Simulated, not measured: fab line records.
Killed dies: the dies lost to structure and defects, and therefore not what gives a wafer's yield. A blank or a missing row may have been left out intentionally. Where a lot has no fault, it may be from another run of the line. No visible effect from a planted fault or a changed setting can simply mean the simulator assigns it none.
Split-lot trial -- flow rit-cmos -- 5 lots, 23 wafers read, on a route of 202 steps

## SPLIT DETAILS
At RIT_PWELL_IMPLANT_08, the setting dose-cm2 was moved away from the recipe's 7e+13 on 6 of the 23 wafers read, by -4.0% to -2.6%. For the rest of the wafers, this setting stayed at what the recipe calls for.

## FROM THE SPLIT TO THE READING: what the file shows between them, 2 steps
- RIT_PWELL_STRIP_09: strips in O2, time 180 s
- RIT_WELLDRIVE_ANNEAL_00: time 14700 s

## THE READING
PWELL_RS, in ohm/sq, at RIT_WELLDRIVE_RS_MEAS_02 (measures by four-point-probe). Fault-free wafers of this fab line usually give 429.9 ohm/sq, standard deviation 1 ohm/sq.

wafer,"tool, chamber at the split",dose-cm2 as run,against the recipe,"PWELL_RS, ohm/sq",against lot-mates on the recipe
L075.1,"implanter-03, 0",7e+13,recipe,430.8,-
L075.2,"implanter-03, 0",7e+13,recipe,430.3,-
L075.3,"implanter-03, 0",7e+13,recipe,430.5,-
L077.1,"implanter-03, 0",7e+13,recipe,428.4,-
L077.3,"implanter-03, 0",6.818e+13,-2.6%,436.0,+7.2
L077.4,"implanter-03, 0",6.818e+13,-2.6%,436.0,+7.2
L077.5,"implanter-03, 0",7e+13,recipe,429.2,-
L077.6,"implanter-03, 0",6.818e+13,-2.6%,436.4,+7.6
L078.2,"implanter-04, 0",7e+13,recipe,427.9,-
L078.3,"implanter-04, 0",7e+13,recipe,429.6,-
L078.4,"implanter-04, 0",7e+13,recipe,430.5,-
L078.5,"implanter-04, 0",7e+13,recipe,430.1,-
L078.6,"implanter-04, 0",7e+13,recipe,429.5,-
L080.1,"implanter-02, 0",7e+13,recipe,429.0,-
L080.2,"implanter-02, 0",7e+13,recipe,427.8,-
L080.3,"implanter-02, 0",7e+13,recipe,428.8,-
L080.4,"implanter-02, 0",7e+13,recipe,428.0,-
L080.6,"implanter-02, 0",7e+13,recipe,429.2,-
L084.1,"implanter-03, 0",6.72e+13,-4.0%,442.7,+11.5
L084.3,"implanter-03, 0",7e+13,recipe,431.7,-
L084.4,"implanter-03, 0",6.72e+13,-4.0%,443.4,+12.2
L084.5,"implanter-03, 0",7e+13,recipe,430.7,-
L084.6,"implanter-03, 0",6.72e+13,-4.0%,441.5,+10.3

FIT RESULTS
A straight line over all 23 wafers: PWELL_RS changes by -3.06 ohm/sq for each +1% of dose-cm2; r = -0.97; the points scatter about the line by 1.2 ohm/sq.
The same after taking each lot's own level away (the mean of its wafers on the recipe; 23 wafers): -2.83 ohm/sq for each +1%; r = -0.99; scatter 0.63 ohm/sq.
Per that fit: largest dose-cm2 move, reading shift of 11 ohm/sq.
Across the lots, their own levels run from 428.56 to 431.20 ohm/sq, a range of 2.6 times the standard deviation given above.
Consequently the slope shifts little with the lot-to-lot level, the two slopes agreeing.
Check: +11.3 ohm/sq against its lot-mates is what the line predicts for one of the wafers moved furthest among these (-4.0%) when that wafer is left out of the fit. Against them it came out at +11.5 ohm/sq.

## ADDITIONAL SPLITS CARRIED BY THESE WAFERS
Other splits were also applied to these wafers ahead of the reading. Each is held against what the fit with the lots' levels taken away leaves over:
other split on the same wafers,wafers away from the commonest value,r with PWELL_RS (lot level and that fit taken away)
RIT_ACTIVE_OXIDATION_01 ox-time-s,18,+0.00
RIT_ACTIVE_COAT_06 spin-rpm,4,-0.07
RIT_ACTIVE_ETCH_13 pressure-mtorr,15,-0.01
RIT_FOX2_OXIDATION_00 ox-time-s,15,+0.01
RIT_NWELL_SOFTBAKE_02 temp-c,11,+0.02
RIT_PWELL_COAT_01 resist-thk-nm,9,+0.13

## THE FILE'S OWN FIT
PWELL_RS changes by -2.82 ohm/sq for each +1% of dose-cm2, r = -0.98.
